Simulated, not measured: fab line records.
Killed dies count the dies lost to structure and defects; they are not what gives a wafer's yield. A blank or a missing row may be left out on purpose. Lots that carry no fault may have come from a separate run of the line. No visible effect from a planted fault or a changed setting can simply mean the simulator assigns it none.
Comparing a struck lot with a sound one -- flow berkeleyCmos170 -- 14 out of 331 route steps
Sound: these wafers, L376.2, L376.3, L376.5. Wafers struck: L369.4, L369.5, L369.6. The cause comes at the end.
For every step that has rows: the tool of each side, followed by ch and its chambers, followed by its first start. Under that, the readings that differ: sound wafers -- struck wafers -- difference of the means -- sigmas: that difference in standard deviations of wafers without a fault.
alike: readings with means less than 2 such deviations apart, plus words and numbers identical on both sides. not compared: withheld readings, readings lacking a value on some wafer, bounds such as >300 that could conceal the same value, and numbers that have no deviation in the record and whose values overlap.
A row with sigmas, a row that says differs or no value, or rows on one side alone: a step with any of these is where the two part. When numbers do not overlap yet have no deviation, they are printed without sigmas and do not part them. A reading that every wafer of one side lacks parts them only if that side has two wafers or more.

first, 1 step without rows for these wafers: UCB170_CONTACT_CVD_01 (deposits PSG from SiH4/O2/PH3, target thk 700 nm, time 2820 s).
UCB170_CONTACT_THK_MEAS_02:
  sound: filmMetro-01 at day 11 10:20; struck: filmMetro-02 at day 9 14:33
reading,sound,struck,difference,sigmas
CONTACT_PSG_THK (nm),713 709 708,693 695 697,-15,-2
then, 3 steps without rows for these wafers: UCB170_CONTACT_HMDS_03 (prime time 60 s); UCB170_CONTACT_COAT_04 (resist thk 900 nm); UCB170_CONTACT_SOFTBAKE_05 (time 60 s).
UCB170_CONTACT_STRIP_06: strips in O2.
  sound on plasmaAsher-03 ch 0,1, day 11 11:12; struck on plasmaAsher-03 ch 0,1, day 9 15:04
  alike: drypumpMotorCurrentA, oesProductAu, stripTimeToEndpointS
  not compared: rfHoursCounterH
then, 1 step without rows for these wafers: UCB170_CONTACT_CLEAN_07 (cleans in SPM, time 600 s).
UCB170_CONTACT_RTA_08: time 10 s.
  sound on rtpAnneal-02 ch 0, day 11 11:29; struck on rtpAnneal-01 ch 0, day 9 16:05
reading,sound,struck,difference,sigmas
lampPowerPct (%),21.1 21.1 21.1,25.8 25.8 25.8,+4.7,+2
  alike: wafer_temp_C_max
then, 4 steps without rows for these wafers: UCB170_CONTACT_COAT_09; UCB170_CONTACT_COAT_10 (resist thk 900 nm); UCB170_CONTACT_SOFTBAKE_11 (time 60 s); UCB170_CONTACT_EXPOSE_12 (exposes mask CONT, target cd 700 nm).
UCB170_CONTACT_PEB_13:
  sound on lithoTrack-02 ch 0, day 11 12:44; struck on lithoTrack-04, day 9 17:50
  no value came back on the struck wafers for chillPlateTempC (C), exhaustPa (Pa), resistLineTempC (C); on the sound wafers chillPlateTempC (C) reads 22.99 23.16 22.99
then, 1 step without rows for these wafers: UCB170_CONTACT_DEVELOP_14 (develop time 45 s).

WHERE THEY PART
First at UCB170_CONTACT_THK_MEAS_02; last, within this record, at UCB170_CONTACT_PEB_13.

WHY: what the simulator had put in
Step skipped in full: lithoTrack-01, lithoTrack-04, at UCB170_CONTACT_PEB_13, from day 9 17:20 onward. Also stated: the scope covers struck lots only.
